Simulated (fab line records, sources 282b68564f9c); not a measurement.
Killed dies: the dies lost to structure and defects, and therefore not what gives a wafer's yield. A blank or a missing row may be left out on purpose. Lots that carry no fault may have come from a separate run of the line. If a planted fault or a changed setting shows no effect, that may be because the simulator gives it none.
Split-lot experiment / flow rit-cmos / route with 202 steps; 5 lots, 23 wafers read

THE SPLIT ITSELF
At RIT_GATE_COAT_11 (resist thk 850 nm), the setting spin-rpm was moved away from the recipe's 4250 rpm on 10 of the 23 wafers read, by -6.7% to -2.2%. This setting was run at the recipe's value on the other wafers.

FROM THE SPLIT TO THE READING: what the file shows between them, 2 steps
- RIT_GATE_SOFTBAKE_12: time 60 s
- RIT_GATE_EXPOSE_13: exposes mask M6, target cd 150 nm

THE READING
NOVOLAK_of_GATE_COAT_11.thk-nm (the simulator's own value, which no gauge read), in nm, at RIT_GATE_HARDBAKE_18 (time 60 s). There is no usual value for it anywhere in the file. The 13 wafers here that ran the recipe average 753.5 nm, standard deviation 2.3 nm.

wafer=L074.1; tool, chamber at the split=litho-track-04, 0; spin-rpm as run, rpm=4250; against the recipe=recipe; NOVOLAK_of_GATE_COAT_11.thk-nm, nm=750.4; against lot-mates on the recipe=-
wafer=L074.3; tool, chamber at the split=litho-track-04, 0; spin-rpm as run, rpm=3966; against the recipe=-6.7%; NOVOLAK_of_GATE_COAT_11.thk-nm, nm=777; against lot-mates on the recipe=+26.5
wafer=L074.4; tool, chamber at the split=litho-track-04, 0; spin-rpm as run, rpm=3966; against the recipe=-6.7%; NOVOLAK_of_GATE_COAT_11.thk-nm, nm=780.1; against lot-mates on the recipe=+29.6
wafer=L074.5; tool, chamber at the split=litho-track-04, 0; spin-rpm as run, rpm=4250; against the recipe=recipe; NOVOLAK_of_GATE_COAT_11.thk-nm, nm=750.5; against lot-mates on the recipe=-
wafer=L074.6; tool, chamber at the split=litho-track-04, 0; spin-rpm as run, rpm=3966; against the recipe=-6.7%; NOVOLAK_of_GATE_COAT_11.thk-nm, nm=778.3; against lot-mates on the recipe=+27.8
wafer=L078.1; tool, chamber at the split=litho-track-04, 0; spin-rpm as run, rpm=4250; against the recipe=recipe; NOVOLAK_of_GATE_COAT_11.thk-nm, nm=757.8; against lot-mates on the recipe=-
wafer=L078.2; tool, chamber at the split=litho-track-04, 0; spin-rpm as run, rpm=4035; against the recipe=-5.1%; NOVOLAK_of_GATE_COAT_11.thk-nm, nm=773.8; against lot-mates on the recipe=+18.6
wafer=L078.4; tool, chamber at the split=litho-track-04, 0; spin-rpm as run, rpm=4250; against the recipe=recipe; NOVOLAK_of_GATE_COAT_11.thk-nm, nm=754; against lot-mates on the recipe=-
wafer=L078.5; tool, chamber at the split=litho-track-04, 0; spin-rpm as run, rpm=4035; against the recipe=-5.1%; NOVOLAK_of_GATE_COAT_11.thk-nm, nm=771.9; against lot-mates on the recipe=+16.7
wafer=L078.6; tool, chamber at the split=litho-track-04, 0; spin-rpm as run, rpm=4250; against the recipe=recipe; NOVOLAK_of_GATE_COAT_11.thk-nm, nm=753.9; against lot-mates on the recipe=-
wafer=L082.2; tool, chamber at the split=litho-track-03, 0; spin-rpm as run, rpm=4250; against the recipe=recipe; NOVOLAK_of_GATE_COAT_11.thk-nm, nm=753.5; against lot-mates on the recipe=-
wafer=L082.5; tool, chamber at the split=litho-track-03, 0; spin-rpm as run, rpm=4250; against the recipe=recipe; NOVOLAK_of_GATE_COAT_11.thk-nm, nm=751.6; against lot-mates on the recipe=-
wafer=L082.6; tool, chamber at the split=litho-track-03, 0; spin-rpm as run, rpm=4250; against the recipe=recipe; NOVOLAK_of_GATE_COAT_11.thk-nm, nm=750.6; against lot-mates on the recipe=-
wafer=L083.1; tool, chamber at the split=litho-track-04, 0; spin-rpm as run, rpm=4155; against the recipe=-2.2%; NOVOLAK_of_GATE_COAT_11.thk-nm, nm=762.4; against lot-mates on the recipe=+9.4
wafer=L083.2; tool, chamber at the split=litho-track-04, 0; spin-rpm as run, rpm=4155; against the recipe=-2.2%; NOVOLAK_of_GATE_COAT_11.thk-nm, nm=759.3; against lot-mates on the recipe=+6.2
wafer=L083.3; tool, chamber at the split=litho-track-04, 0; spin-rpm as run, rpm=4250; against the recipe=recipe; NOVOLAK_of_GATE_COAT_11.thk-nm, nm=753.9; against lot-mates on the recipe=-
wafer=L083.4; tool, chamber at the split=litho-track-04, 0; spin-rpm as run, rpm=4250; against the recipe=recipe; NOVOLAK_of_GATE_COAT_11.thk-nm, nm=752.2; against lot-mates on the recipe=-
wafer=L083.6; tool, chamber at the split=litho-track-04, 0; spin-rpm as run, rpm=4155; against the recipe=-2.2%; NOVOLAK_of_GATE_COAT_11.thk-nm, nm=760.9; against lot-mates on the recipe=+7.9
wafer=L085.1; tool, chamber at the split=litho-track-04, 0; spin-rpm as run, rpm=3984; against the recipe=-6.3%; NOVOLAK_of_GATE_COAT_11.thk-nm, nm=779.1; against lot-mates on the recipe=+23.5
wafer=L085.2; tool, chamber at the split=litho-track-04, 0; spin-rpm as run, rpm=3984; against the recipe=-6.3%; NOVOLAK_of_GATE_COAT_11.thk-nm, nm=779.3; against lot-mates on the recipe=+23.7
wafer=L085.3; tool, chamber at the split=litho-track-04, 0; spin-rpm as run, rpm=4250; against the recipe=recipe; NOVOLAK_of_GATE_COAT_11.thk-nm, nm=756.3; against lot-mates on the recipe=-
wafer=L085.4; tool, chamber at the split=litho-track-04, 0; spin-rpm as run, rpm=4250; against the recipe=recipe; NOVOLAK_of_GATE_COAT_11.thk-nm, nm=755.6; against lot-mates on the recipe=-
wafer=L085.5; tool, chamber at the split=litho-track-04, 0; spin-rpm as run, rpm=4250; against the recipe=recipe; NOVOLAK_of_GATE_COAT_11.thk-nm, nm=755; against lot-mates on the recipe=-

FIT RESULTS
A straight line over all 23 wafers: NOVOLAK_of_GATE_COAT_11.thk-nm changes by -3.86 nm for each +1% of spin-rpm; r = -0.98; the points scatter about the line by 2.1 nm.
The same after taking each lot's own level away (the mean of its wafers on the recipe; 23 wafers): -3.94 nm for each +1%; r = -0.99; scatter 1.6 nm.
That fit puts the effect of the largest move of spin-rpm on the reading at 26 nm.
The lots' own levels span 750.45 to 755.63 nm, that is 2.3 times the standard deviation above.
The two slopes are in agreement: the lot-to-lot level therefore moves the slope only a little.
Check: for one of the wafers moved furthest among these (-6.7%), held out of the fit, the line's prediction against its lot-mates is +26 nm. Against them it came out at +26.5 nm.

THESE WAFERS: OTHER SPLITS
Before the reading, these wafers also passed through other splits. Each is held against what the fit with the lots' levels taken away leaves over:
other split on the same wafers=RIT_FOX2_OXIDATION_00 temp-c; wafers away from the commonest value=15; r with NOVOLAK_of_GATE_COAT_11.thk-nm (lot level and that fit taken away)=-0.11
other split on the same wafers=RIT_PWELL_IMPLANT_08 energy-kev; wafers away from the commonest value=5; r with NOVOLAK_of_GATE_COAT_11.thk-nm (lot level and that fit taken away)=-0.22
other split on the same wafers=RIT_PRETRO_IMPLANT_08 dose-cm2; wafers away from the commonest value=8; r with NOVOLAK_of_GATE_COAT_11.thk-nm (lot level and that fit taken away)=+0.27
other split on the same wafers=RIT_GATE_CVD_08 temp-c; wafers away from the commonest value=18; r with NOVOLAK_of_GATE_COAT_11.thk-nm (lot level and that fit taken away)=-0.20

THE WHOLE CHAIN: every reading that the file lists as answering this split, in the file's order
step=RIT_GATE_COAT_11; what it does=resist thk 850 nm; reading=NOVOLAK_of_GATE_COAT_11.thk-nm (the simulator's own value, which no gauge read); change (the file's fit)=-4.41 nm for each +1% of the setting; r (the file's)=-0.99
step=RIT_GATE_HARDBAKE_18; what it does=time 60 s; reading=NOVOLAK_of_GATE_COAT_11.thk-nm (the simulator's own value, which no gauge read); change (the file's fit)=-3.86 nm for each +1% of the setting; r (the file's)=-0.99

FILE'S OWN FIT
NOVOLAK_of_GATE_COAT_11.thk-nm changes by -3.86 nm for each +1% of spin-rpm, r = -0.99.
